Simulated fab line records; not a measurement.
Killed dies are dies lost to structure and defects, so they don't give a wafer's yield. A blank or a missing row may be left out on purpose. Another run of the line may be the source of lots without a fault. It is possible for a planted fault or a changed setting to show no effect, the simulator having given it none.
Split-lot trial | flow berkeley_cmos170 | route with 331 steps; 5 lots, 23 wafers read

ABOUT THE SPLIT
At UCB170_NVT_IMPLANT_07, the setting dose_cm2 was moved away from the recipe's 3e+12 on 10 of the 23 wafers read, by -6.2% to +6.1%. All remaining wafers had this setting at the recipe value.

FROM THE SPLIT ON TO THE READING: in between, the file shows 1 step
- UCB170_NVT_STRIP_08: strips in O2

THE READING
NVT_TW, at UCB170_NVT_TW_MEAS_09. On this fab line, fault-free wafers typically give 526 with a standard deviation of 4.4.

wafer  | tool, chamber at the split | dose_cm2 as run | against the recipe | NVT_TW | against lot-mates on the recipe
L075.1 | implanter-03, 0            | 3.183e+12       | +6.1%              | 534    | +8
L075.2 | implanter-03, 0            | 3e+12           | recipe             | 527    | -
L075.3 | implanter-03, 0            | 3e+12           | recipe             | 526    | -
L075.4 | implanter-03, 0            | 3.183e+12       | +6.1%              | 539    | +12
L075.5 | implanter-03, 0            | 3.183e+12       | +6.1%              | 538    | +12
L076.1 | implanter-03, 0            | 2.815e+12       | -6.2%              | 515    | -8
L076.2 | implanter-03, 0            | 2.815e+12       | -6.2%              | 511    | -12
L076.3 | implanter-03, 0            | 3e+12           | recipe             | 523    | -
L076.4 | implanter-03, 0            | 2.815e+12       | -6.2%              | 511    | -12
L076.6 | implanter-03, 0            | 3e+12           | recipe             | 522    | -
L078.2 | implanter-01, 0            | 3e+12           | recipe             | 525    | -
L078.4 | implanter-01, 0            | 3e+12           | recipe             | 527    | -
L078.5 | implanter-01, 0            | 3e+12           | recipe             | 528    | -
L079.1 | implanter-03, 0            | 3e+12           | recipe             | 527    | -
L079.2 | implanter-03, 0            | 3.183e+12       | +6.1%              | 532    | +7
L079.4 | implanter-03, 0            | 3.183e+12       | +6.1%              | 535    | +10
L079.5 | implanter-03, 0            | 3e+12           | recipe             | 524    | -
L079.6 | implanter-03, 0            | 3e+12           | recipe             | 524    | -
L082.1 | implanter-03, 0            | 3e+12           | recipe             | 528    | -
L082.2 | implanter-03, 0            | 3.099e+12       | +3.3%              | 534    | +5
L082.3 | implanter-03, 0            | 3e+12           | recipe             | 531    | -
L082.4 | implanter-03, 0            | 3e+12           | recipe             | 529    | -
L082.6 | implanter-03, 0            | 3.099e+12       | +3.3%              | 534    | +5

FIT RESULTS
A straight line over all 23 wafers: NVT_TW changes by +1.88 for each +1% of dose_cm2; r = +0.94; the points scatter about the line by 2.7.
The same after taking each lot's own level away (the mean of its wafers on the recipe; 23 wafers): +1.61 for each +1%; r = +0.97; scatter 1.6.
Per that fit: largest dose_cm2 move, reading shift of 9.9.
The span of the lots' own levels, 522.5 to 529.3, comes to 1.6 times the standard deviation stated above.
So the lot-to-lot level changes the slope: the two fits differ.
Check: for one of the wafers moved furthest among these (-6.2%), held out of the fit, the line's prediction against its lot-mates is -10.6. It came out at -7.5 against them.

THESE WAFERS: OTHER SPLITS
Note: prior to the reading, these wafers also went through further splits. Each is held against what the fit with the lots' levels taken away leaves over:
other split on the same wafers      | wafers away from the commonest value | r with NVT_TW (lot level and that fit taken away)
UCB170_PWELL_CVD_05 temp_c          | 18                                   | +0.12
UCB170_PWELL_IMPLANT_15 energy_kev  | 9                                    | -0.19
UCB170_ACTIVE_OXIDATION_02 temp_c   | 18                                   | +0.01
UCB170_ACTIVE_EXPOSE_10 dose_mj     | 8                                    | +0.05
UCB170_SCREENOX_OXIDATION_01 temp_c | 15                                   | -0.19

FILE'S OWN FIT
NVT_TW changes by +1.51 for each +1% of dose_cm2, r = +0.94.
